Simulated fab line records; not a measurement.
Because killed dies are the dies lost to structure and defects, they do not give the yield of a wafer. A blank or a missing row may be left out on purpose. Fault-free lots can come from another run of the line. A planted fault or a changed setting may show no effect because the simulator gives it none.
A struck lot beside a sound one -- flow berkeley cmos170 -- 16 out of 331 route steps
Sound: these wafers, L121.1, L121.2, L121.3. Wafers struck: L114.2, L114.4, L114.6. The cause comes at the end.
Each step with rows lists, per side, the tool, then ch with its chambers, then its first start. Under that, the readings that differ: sound wafers -- struck wafers -- difference of the means -- sigmas: that difference in standard deviations of wafers without a fault.
alike: readings whose means differ by less than 2 such deviations, and words and numbers that are the same on both sides. not compared: withheld readings, readings that some wafer has no value for, bounds like >300 that may hide the same value, and numbers for which the record gives no deviation and whose values overlap.
The two part at a step that has a row with sigmas, a row that says differs or no value, or rows on one side only. Numbers that don't overlap but have no deviation are shown without sigmas and don't part them. Lack of a reading on every wafer of one side parts them only where that side has two or more wafers.

first, 5 steps without rows for these wafers: UCB170_NLDD_COAT_01 (resist thk 900 nm); UCB170_NLDD_SOFTBAKE_02 (time 60 s); UCB170_NLDD_EXPOSE_03 (exposes mask NSELECT, target cd 1200 nm); UCB170_NLDD_PEB_04; UCB170_NLDD_DEVELOP_05 (develop time 45 s).
UCB170_NLDD_CD_MEAS_06: target cd 1200 nm.
  sound on cd sem-02, day 9 19:24; struck on cd sem-02, day 8 20:31
  alike: cd nm
UCB170_NLDD_OVL_MEAS_07:
  sound on overlay-02, day 9 19:31; struck on overlay-01, day 8 20:37
reading,sound,struck,difference,sigmas
NLDD_OVL (nm),1 -2 -1,15 12 10,+13,+2
then, 2 steps without rows for these wafers: UCB170_NLDD_IMPLANT_08; UCB170_NLDD_IMPLANT_09.
UCB170_NLDD_STRIP_10: strips in O2.
  sound on plasma asher-01 ch 0,1, day 9 19:52; struck on plasma asher-01 ch 1, day 8 20:57
  alike: drypump motor current A, oes product au, strip time to endpoint s
  not compared: rf hours counter h
UCB170_NLDD_TW_MEAS_11:
  sound on film metro-02, day 9 19:58; struck on film metro-04, day 8 21:04
  alike: NLDD_TW
then, 1 step without rows for these wafers: UCB170_NLDD_CLEAN_12 (cleans in SPM, time 600 s).
UCB170_SPACER_CVD_00: deposits SiO2 from TEOS/O2, target thk 376 nm, time 47 s.
  sound on pecvd-03 ch 0,1,2, day 9 20:13; struck on pecvd-01 ch 0,2, day 8 21:29
  alike: heater power w, susceptor temp C
UCB170_SPACER_THK_MEAS_01:
  sound on film metro-01, day 9 20:17; struck on film metro-01, day 8 21:43
reading,sound,struck,difference,sigmas
SPACER_TEOS_THK (nm),371 372 369,757 760 768,+391,+72
then, 1 step without rows for these wafers: UCB170_SPACER_ANNEAL_02 (time 1800 s).
UCB170_SPACER_ETCHBACK_03: etches SiO2 in CHF3/CF4/Ar, stops on Si, target depth 376 nm, time 100 s.
  sound on rie diel-01 ch 2,3, day 9 23:47; struck on rie diel-04 ch 2,3, day 9 02:11
reading,sound,struck,difference,sigmas
oes product au (a.u.),0.895 0.900 0.890,0.975 0.999 0.978,+0.089,+6
model.etch.depth nm (nm),371.4 371.4 369.4,415.7 425.5 417.7,+48.9,
  alike: drypump motor current A, throttle valve pct
  not compared: rf hours counter h

## WHERE THEY PART
At UCB170_NLDD_OVL_MEAS_07 first; at UCB170_SPACER_ETCHBACK_03 last (within this record only).

WHY: what had been put in by the simulator
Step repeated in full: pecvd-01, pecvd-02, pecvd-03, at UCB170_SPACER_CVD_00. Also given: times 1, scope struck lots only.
